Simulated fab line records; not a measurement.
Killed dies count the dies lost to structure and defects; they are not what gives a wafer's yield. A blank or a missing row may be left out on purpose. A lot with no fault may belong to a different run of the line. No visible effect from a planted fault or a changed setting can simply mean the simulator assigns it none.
The tool behind it: which one? ; flow berkeleyCmos170 ; 48 wafers from 16 lots sampled at 5 of the route's 331 steps

WHAT THE GAUGES READ, wafer by wafer
UCB170_ACTIVE_CD_MEAS_90: the cd target is 1200 nm.
lot;measured;on;cdNm (nm)
L823;day 4 11:01;cdSem-01;1200.7 1200.2 1198.4
L824;day 4 11:20;cdSem-02;1199.7 1199.7 1198.9
L826;day 4 13:45;cdSem-01;1200.9 1202.9 1202.2
L825;day 4 14:00;cdSem-02;1200.9 1200.6 1199.5
L827;day 4 18:03;cdSem-02;1200.8 1200.8 1199.9
L829;day 5 04:34;cdSem-02;1201.2 1202.3 1200.8
L828;day 5 04:50;cdSem-02;1199.4 1200.5 1199.2
L831;day 5 11:26;cdSem-02;1201.0 1200.2 1199.1
L830;day 5 11:49;cdSem-01;1198.0 1200.5 1200.9
L832;day 5 20:34;cdSem-01;1201.1 1201.1 1201.6
L835;day 6 08:11;cdSem-01;1202.7 1203.6 1201.7
L836;day 6 13:34;cdSem-02;1201.7 1199.2 1201.3
L840;day 7 19:52;cdSem-01;1201.0 1201.7 1201.3
L839;day 7 20:07;cdSem-02;1199.2 1200.2 1201.3
L843;day 8 04:20;cdSem-02;1199.0 1198.7 1200.6
L842;day 8 09:33;cdSem-02;1200.4 1201.8 1202.2

UCB170_NLDD_TW_MEAS_11.
lot;measured;on;NLDD_TW
L823;day 6 06:33;filmMetro-01;2196 2196 2183
L824;day 6 06:17;filmMetro-02;2257 2252 2240
L826;day 6 06:41;filmMetro-01;2192 2204 2201
L825;day 6 06:56;filmMetro-03;2212 2224 2209
L827;day 6 17:08;filmMetro-02;2260 2249 2244
L829;day 6 22:55;filmMetro-01;2204 2199 2185
L828;day 6 22:29;filmMetro-02;2251 2256 2248
L831;day 7 11:51;filmMetro-01;2193 2194 2190
L830;day 7 12:07;filmMetro-01;2204 2207 2188
L832;day 7 21:37;filmMetro-02;2249 2238 2236
L835;day 8 05:27;filmMetro-03;2213 2216 2216
L836;day 8 20:15;filmMetro-01;2191 2197 2194
L840;day 9 17:04;filmMetro-03;2211 2209 2220
L839;day 9 17:12;filmMetro-02;2248 2241 2235
L843;day 10 08:11;filmMetro-02;2229 2235 2236
L842;day 10 07:58;filmMetro-03;2217 2210 2222

UCB170_CONTACT_CD_MEAS_15: the cd target is 700 nm.
lot;measured;on;cdNm (nm)
L823;day 7 01:35;cdSem-01;699.0 699.2 699.1
L824;day 6 21:19;cdSem-01;699.5 701.1 700.8
L826;day 7 01:21;cdSem-02;701.1 700.2 700.3
L825;day 7 01:56;cdSem-01;702.5 701.0 702.8
L827;day 7 06:16;cdSem-01;697.8 698.6 697.0
L829;day 7 13:55;cdSem-01;701.0 701.3 700.8
L828;day 7 13:38;cdSem-01;699.5 701.3 701.1
L831;day 8 02:58;cdSem-02;699.6 699.4 699.7
L830;day 8 04:49;cdSem-02;699.5 698.4 699.0
L832;day 8 11:55;cdSem-02;699.0 700.2 699.8
L835;day 8 22:33;cdSem-01;700.0 699.4 699.3
L836;day 9 09:57;cdSem-02;700.0 699.6 699.7
L840;day 10 10:28;cdSem-02;712.9 712.9 714.3
L839;day 10 11:00;cdSem-01;711.2 711.4 711.0
L843;day 10 23:31;cdSem-01;707.3 707.9 707.5
L842;day 10 23:22;cdSem-01;705.8 707.3 707.7

UCB170_CONTACT_OVL_MEAS_16.
lot;measured;on;CONTACT_OVL (nm)
L823;day 7 01:40;overlay-02;8 3 11
L824;day 6 21:26;overlay-01;6 5 9
L826;day 7 01:28;overlay-01;4 8 2
L825;day 7 02:03;overlay-01;2 -1 -1
L827;day 7 06:23;overlay-01;6 7 0
L829;day 7 14:01;overlay-01;7 5 3
L828;day 7 13:44;overlay-01;7 3 3
L831;day 8 03:04;overlay-02;-1 -1 -2
L830;day 8 04:55;overlay-02;4 5 3
L832;day 8 12:01;overlay-01;8 0 1
L835;day 8 22:38;overlay-01;11 -4 3
L836;day 9 10:02;overlay-02;3 -1 5
L840;day 10 10:33;overlay-02;-7 -7 -4
L839;day 10 11:07;overlay-02;7 5 -3
L843;day 10 23:37;overlay-02;1 -4 0
L842;day 10 23:27;overlay-02;1 1 2

TOOL THAT RAN EACH LOT (tool first, then ch and the chambers of the sampled wafers, then the start)
lot;UCB170_CONTACT_EXPOSE_12
L823;krfScanner-02 ch 0, day 7 01:07
L824;krfScanner-02 ch 0, day 6 20:56
L826;krfScanner-02 ch 0, day 7 00:58
L825;krfScanner-01 ch 0, day 7 01:33
L827;krfScanner-01 ch 0, day 7 05:42
L829;krfScanner-01 ch 0, day 7 13:29
L828;krfScanner-02 ch 0, day 7 13:14
L831;krfScanner-02 ch 0, day 8 02:14
L830;krfScanner-02 ch 0, day 8 04:05
L832;krfScanner-02 ch 0, day 8 11:26
L835;krfScanner-02 ch 0, day 8 22:04
L836;krfScanner-02 ch 0, day 9 09:34
L840;krfScanner-02 ch 0, day 10 10:04
L839;krfScanner-02 ch 0, day 10 10:37
L843;krfScanner-02 ch 0, day 10 23:04
L842;krfScanner-02 ch 0, day 10 22:50
- UCB170_CONTACT_EXPOSE_12: exposes mask CONT, target cd 700 nm.

AS READ BY THE TOOLS THEMSELVES (means over the sampled wafers that have a number; for cases with no such wafer, the mark the record gives instead)
UCB170_CONTACT_EXPOSE_12.
lot;tool;exposureDoseMJCm2
L823;krfScanner-02;34.96
L824;krfScanner-02;34.94
L826;krfScanner-02;34.98
L825;krfScanner-01;34.96
L827;krfScanner-01;35.01
L829;krfScanner-01;34.99
L828;krfScanner-02;34.95
L831;krfScanner-02;34.97
L830;krfScanner-02;34.94
L832;krfScanner-02;34.99
L835;krfScanner-02;34.98
L836;krfScanner-02;34.99
L840;krfScanner-02;37.62
L839;krfScanner-02;37.10
L843;krfScanner-02;36.70
L842;krfScanner-02;36.69

THE ANSWER, worked out from the rows above alone
Rule: the usual values come from the lots themselves. Put in order of their means at a reading, lots are off if they are a third of the lots or fewer, leave a main group of 4 or more, and stand apart from it by a gap of 3 or more times the standard deviation of the main group's means; of several such gaps the widest counts. Not used: any main group whose means are identical at the precision the tables above print for the reading. A lot without any number at a reading at which 4 lots or more have one is off too. The other lots that the step has rows for count as sound. Order of review: gauges by route order, followed by the tools' own readings, for which a lot's mean as printed above is used. At the first step where some lot is off, the reading lying furthest off is the one used; lots without a number count as furthest.
Off: L840, L839, L843, L842, at UCB170_CONTACT_CD_MEAS_15 (cdNm). The main group has a mean of 699.9 nm with a standard deviation of 1.1.
If a tool, at a process step before that reading, ran all the lots that are off and no sound lot after the first of them, it fits. Not tried: the gauges at UCB170_CONTACT_CD_MEAS_15; whatever is off there is also off at UCB170_CONTACT_EXPOSE_12, on other tools, and gauge error can't account for it. One fits: krfScanner-02 at UCB170_CONTACT_EXPOSE_12. A fault onset in the window from L836 (day 9 09:34, its last sound lot) to L840 (day 10 10:04, its first lot off) fits.
On the lots that are off, the tool's own readings at UCB170_CONTACT_EXPOSE_12 differ by more than 5 times the standard deviation of the sound lots' means, which bears it out; exposureDoseMJCm2 reads 37.03 there versus 34.97 on the sound lots.

WHAT THE SIMULATOR HAD PUT IN
Process parameters drifting: krfScanner-02 at UCB170_CONTACT_EXPOSE_12, beginning at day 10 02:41. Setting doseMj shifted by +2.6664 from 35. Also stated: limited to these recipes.
Lots struck among those shown: L840, L839, L843, L842. The rule above reached the same finding.
